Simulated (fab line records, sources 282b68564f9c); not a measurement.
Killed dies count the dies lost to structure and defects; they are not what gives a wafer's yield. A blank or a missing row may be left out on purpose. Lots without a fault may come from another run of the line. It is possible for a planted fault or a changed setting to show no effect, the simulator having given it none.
Which tool was responsible? | flow rit-cmos | Sampling: 13 lots, 39 wafers, 2 of 202 route steps

== WHAT THE GAUGES READ, wafer by wafer ==
RIT_CONTACT_THK_MEAS_01.
lot  | measured    | on            | CONTACT_TEOS_THK (nm)
L710 | day 3 02:07 | film-metro-04 | 401 403 409
L711 | day 3 08:14 | film-metro-04 | 394 400 403
L714 | day 3 23:34 | film-metro-02 | 402 404 407
L715 | day 4 03:38 | film-metro-02 | 401 405 409
L717 | day 4 12:37 | film-metro-02 | 398 400 407
L718 | day 4 19:35 | film-metro-04 | 406 397 410
L719 | day 5 00:50 | film-metro-03 | 396 403 404
L720 | day 5 04:44 | film-metro-02 | 407 400 410
L723 | day 5 20:47 | film-metro-02 | 319 400 332
L728 | day 6 20:33 | film-metro-04 | 398 402 402
L730 | day 7 08:14 | film-metro-03 | 403 401 410
L731 | day 7 11:34 | film-metro-02 | 406 404 410
L733 | day 8 02:04 | film-metro-03 | 407 405 412

== EACH LOT AND THE TOOL THAT RAN IT (in order: tool; ch and the chambers of the sampled wafers; start) ==
lot  | RIT_CONTACT_CVD_00
L710 | pecvd-02 ch 0,1, day 3 02:04
L711 | pecvd-04 ch 1,2, day 3 08:11
L714 | pecvd-04 ch 0,2, day 3 23:29
L715 | pecvd-03 ch 0,2, day 4 03:35
L717 | pecvd-04 ch 1,2, day 4 12:32
L718 | pecvd-03 ch 1,2, day 4 19:32
L719 | pecvd-02 ch 0,1, day 5 00:46
L720 | pecvd-04 ch 0,1,2, day 5 04:41
L723 | pecvd-04 ch 0,2, day 5 20:43
L728 | pecvd-02 ch 0,1,2, day 6 20:30
L730 | pecvd-03 ch 0,1, day 7 08:11
L731 | pecvd-02 ch 1,2, day 7 11:31
L733 | pecvd-03 ch 0,1, day 8 02:01
- RIT_CONTACT_CVD_00: deposits SiO2 from TEOS, target thk 400 nm, time 61 s.

== WHAT THE TOOLS THEMSELVES READ (means of the sampled wafers that have a number; where no wafer has one, the mark that the record gives instead) ==
RIT_CONTACT_CVD_00.
lot  | tool     | heater-power-w (W)
L710 | pecvd-02 | 315
L711 | pecvd-04 | 275
L714 | pecvd-04 | 331
L715 | pecvd-03 | 312
L717 | pecvd-04 | 325
L718 | pecvd-03 | 246
L719 | pecvd-02 | 255
L720 | pecvd-04 | 283
L723 | pecvd-04 | 350
L728 | pecvd-02 | 289
L730 | pecvd-03 | 304
L731 | pecvd-02 | 324
L733 | pecvd-03 | 330

== THE ANSWER, worked out from the rows above alone ==
Rule: what is usual is taken from the lots themselves. The widest of any qualifying gaps counts: lots, ordered by their means at a reading, are off when they make up no more than a third of the lots, leave a main group of 4 or more, and stand apart from it by 3 or more times the standard deviation of that group's means. If all means in a main group match to the digits the tables above print for the reading, that group is not used. A lot without any number at a reading at which 4 lots or more have one is off too. The other lots that the step has rows for count as sound. The gauges are gone through in route order, then the tools' own readings, and for those a lot's mean is taken as printed above. At the first step where some lot is off, the reading lying furthest off is the one used; lots without a number count as furthest.
Off: L723, at RIT_CONTACT_THK_MEAS_01 (CONTACT_TEOS_THK). The main group: mean 404 nm, standard deviation 2.5.
If a tool, at a process step before that reading, ran all the lots that are off and no sound lot after the first of them, it fits. Gauges at RIT_CONTACT_THK_MEAS_01: tried the same way as those tools. One candidate fits, namely pecvd-04 at RIT_CONTACT_CVD_00. A fault onset in the window from L720 (day 5 04:41, its last sound lot) to L723 (day 5 20:43, its first lot off) fits.

== WHAT THE SIMULATOR HAD PUT IN ==
pecvd-04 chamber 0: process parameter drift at RIT_CONTACT_CVD_00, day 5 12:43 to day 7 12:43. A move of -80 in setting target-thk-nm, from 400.
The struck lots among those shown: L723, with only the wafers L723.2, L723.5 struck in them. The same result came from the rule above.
